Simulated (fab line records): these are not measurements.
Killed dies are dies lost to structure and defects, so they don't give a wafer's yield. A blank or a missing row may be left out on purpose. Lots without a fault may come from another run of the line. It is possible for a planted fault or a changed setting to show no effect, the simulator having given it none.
What tool caused it? | flow berkeley-cmos170 | 7 lots (21 wafers sampled), 1 step of a 331-step route

## WHAT THE GAUGES SHOWED, per wafer
UCB170_START_THK_MEAS_03.
lot  | measured    | on            | START_OXIDE_THK (nm)
L746 | day 1 20:03 | film-metro-02 | 19.8 20.1 20.0
L748 | day 2 07:25 | film-metro-03 | 19.6 19.8 19.8
L751 | day 2 22:56 | film-metro-03 | 20.2 20.3 20.0
L753 | day 3 07:22 | film-metro-02 | 19.9 19.7 19.7
L762 | day 5 00:53 | film-metro-02 | 20.4 20.0 20.8
L763 | day 5 11:05 | film-metro-03 | 20.2 20.2 20.1
L768 | day 6 06:50 | film-metro-02 | 19.9 20.0 20.0

## TOOL THAT RAN EACH LOT (tool first, then ch and the chambers of the sampled wafers, then the start)
No process step before these readings appears in the record.

## THE ANSWER, worked out from the rows above alone
Rule: the lots themselves supply what counts as usual. Put in order of their means at a reading, lots are off if they are a third of the lots or fewer, leave a main group of 4 or more, and stand apart from it by a gap of 3 or more times the standard deviation of the main group's means; of several such gaps the widest counts. A main group is skipped when, at the precision printed for the reading in the tables above, its means are all equal. A lot without any number at a reading at which 4 lots or more have one is off too. Any other lot the step has rows for is counted as sound.
Nothing can be told from this: no lot is off at any reading shown.

## WHAT THE SIMULATOR PUT IN
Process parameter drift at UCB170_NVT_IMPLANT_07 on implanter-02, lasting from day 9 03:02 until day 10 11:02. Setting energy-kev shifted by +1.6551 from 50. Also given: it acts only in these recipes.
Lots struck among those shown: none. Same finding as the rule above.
